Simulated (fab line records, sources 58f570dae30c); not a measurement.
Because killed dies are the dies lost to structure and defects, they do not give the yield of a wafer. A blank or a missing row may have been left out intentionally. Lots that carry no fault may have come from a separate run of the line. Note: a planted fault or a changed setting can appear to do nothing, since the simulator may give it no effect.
Which tool is to blame?	flow berkeley cmos170	Sampling: 14 lots, 42 wafers, 2 of 331 route steps

## WHAT EACH GAUGE READ, for each wafer
The record holds no reading of a measuring or inspecting step that can be judged against a usual standard deviation.

## WHICH TOOL RAN EACH LOT (tool, then ch and the chambers of the sampled wafers, then the start)
lot	UCB170_V2_ETCH_14	UCB170_V2_STRIP_15
L276	rie diel-04 ch 1,3, day 8 04:14	plasma asher-01 ch 0,1, day 8 04:25
L277	rie diel-01 ch 0,3, day 8 04:35	plasma asher-02 ch 0,1, day 8 04:51
L279	rie diel-03 ch 1,2,3, day 8 05:02	plasma asher-03 ch 0,1, day 8 05:13
L275	rie diel-04 ch 2,3, day 8 05:19	plasma asher-02 ch 0,1, day 8 05:29
L278	rie diel-01 ch 0,3, day 8 05:35	plasma asher-03 ch 0,1, day 8 05:51
L280	rie diel-04 ch 0,1,2, day 9 06:05	plasma asher-03 ch 0,1, day 9 06:16
L282	rie diel-01 ch 0,2,3, day 9 06:20	plasma asher-01 ch 0, day 9 06:30
L285	rie diel-03 ch 1,2,3, day 10 07:03	plasma asher-01 ch 0,1, day 10 07:14
L284	rie diel-01 ch 1,2,3, day 10 07:05	plasma asher-02 ch 0,1, day 10 07:16
L286	rie diel-04 ch 0,2, day 10 07:10	plasma asher-03 ch 0,1, day 10 07:21
L293	rie diel-03 ch 0,2,3, day 11 16:28	plasma asher-01 ch 0,1, day 11 16:38
L294	rie diel-04 ch 0,1, day 11 16:46	plasma asher-02 ch 0,1, day 11 16:58
L296	rie diel-03 ch 1,2,3, day 12 05:36	plasma asher-02 ch 0,1, day 12 05:46
L298	rie diel-04 ch 0,1,3, day 12 06:02	plasma asher-02 ch 0,1, day 12 06:13
- UCB170_V2_ETCH_14: etches SiO2 in CHF3/CF4/Ar, stops on Al, target depth 1250 nm, time 291 s.
- UCB170_V2_STRIP_15: strips in O2.

## AS READ BY THE TOOLS THEMSELVES (means over the sampled wafers that have a number; for cases with no such wafer, the mark the record gives instead)
UCB170_V2_ETCH_14.
lot	tool	drypump motor current A (A)	oes product au (a.u.)	throttle valve pct (%)
L276	rie diel-04	6.3	0.882	6.87
L277	rie diel-01	5.6	0.867	6.87
L279	rie diel-03	5.6	0.883	6.81
L275	rie diel-04	5.9	0.891	6.90
L278	rie diel-01	5.7	0.874	6.87
L280	rie diel-04	5.9	0.879	6.87
L282	rie diel-01	5.5	0.782	6.86
L285	rie diel-03	5.6	0.878	6.79
L284	rie diel-01	5.5	0.784	6.89
L286	rie diel-04	5.5	0.878	6.92
L293	rie diel-03	6.0	0.883	6.77
L294	rie diel-04	6.2	0.863	6.84
L296	rie diel-03	5.6	0.880	6.80
L298	rie diel-04	6.1	0.870	6.91

UCB170_V2_STRIP_15.
lot	tool	drypump motor current A (A)	o2 flow sccm (sccm)	oes product au (a.u.)	strip time to endpoint s (s)
L276	plasma asher-01	5.31	399.5	0.723	15.53
L277	plasma asher-02	5.46	399.7	0.726	15.36
L279	plasma asher-03	5.53	400.2	0.721	15.40
L275	plasma asher-02	5.46	400.8	0.724	15.37
L278	plasma asher-03	5.57	400.6	0.718	15.34
L280	plasma asher-03	5.55	401.1	0.718	15.39
L282	plasma asher-01	5.16	400.9	0.720	13.79
L285	plasma asher-01	5.30	400.3	0.718	15.35
L284	plasma asher-02	5.21	401.5	0.719	13.96
L286	plasma asher-03	5.52	399.5	0.728	15.41
L293	plasma asher-01	5.45	399.6	0.722	15.34
L294	plasma asher-02	5.23	400.9	0.720	15.49
L296	plasma asher-02	5.22	399.2	0.722	15.37
L298	plasma asher-02	5.23	399.9	0.721	15.45

## THE ANSWER, worked out from the rows above alone
Rule: usual is defined by the lots themselves. Put in order of their means at a reading, lots are off if they are a third of the lots or fewer, leave a main group of 4 or more, and stand apart from it by a gap of 3 or more times the standard deviation of the main group's means; of several such gaps the widest counts. A main group is skipped when, at the precision printed for the reading in the tables above, its means are all equal. Also off: a lot with no number at a reading for which 4 or more lots have one. Where the step has rows for the other lots, those lots are counted as sound. First the gauges in route order, then the tools' own readings, where a lot's mean is used as printed above. At the first step where some lot is off, the reading lying furthest off is the one used; lots without a number count as furthest.
Off: L282, L284, at UCB170_V2_ETCH_14 (oes product au). Main group: mean 0.877 a.u., sd 0.0074.
If a tool, at that step or one of the process steps before it, ran each lot that is off and ran no sound lot following the first of them, it fits. One candidate fits, namely rie diel-01 at UCB170_V2_ETCH_14. Its last sound lot is L278 (day 8 05:35), its first lot that is off L282 (day 9 06:20): a fault that began between those two fits.
The tool's own readings at UCB170_V2_ETCH_14 bear it out: on the lots that are off they differ by more than 5 times the standard deviation of the sound lots' means. oes product au reads 0.783 a.u. there against 0.877 a.u. on the sound lots.

## WHAT HAD BEEN PUT IN BY THE SIMULATOR
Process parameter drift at UCB170_V2_ETCH_14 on rie diel-01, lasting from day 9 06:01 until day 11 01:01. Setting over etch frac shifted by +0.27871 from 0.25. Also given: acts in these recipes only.
Struck lots among those shown: L282, L284. This agrees with what the rule above found.
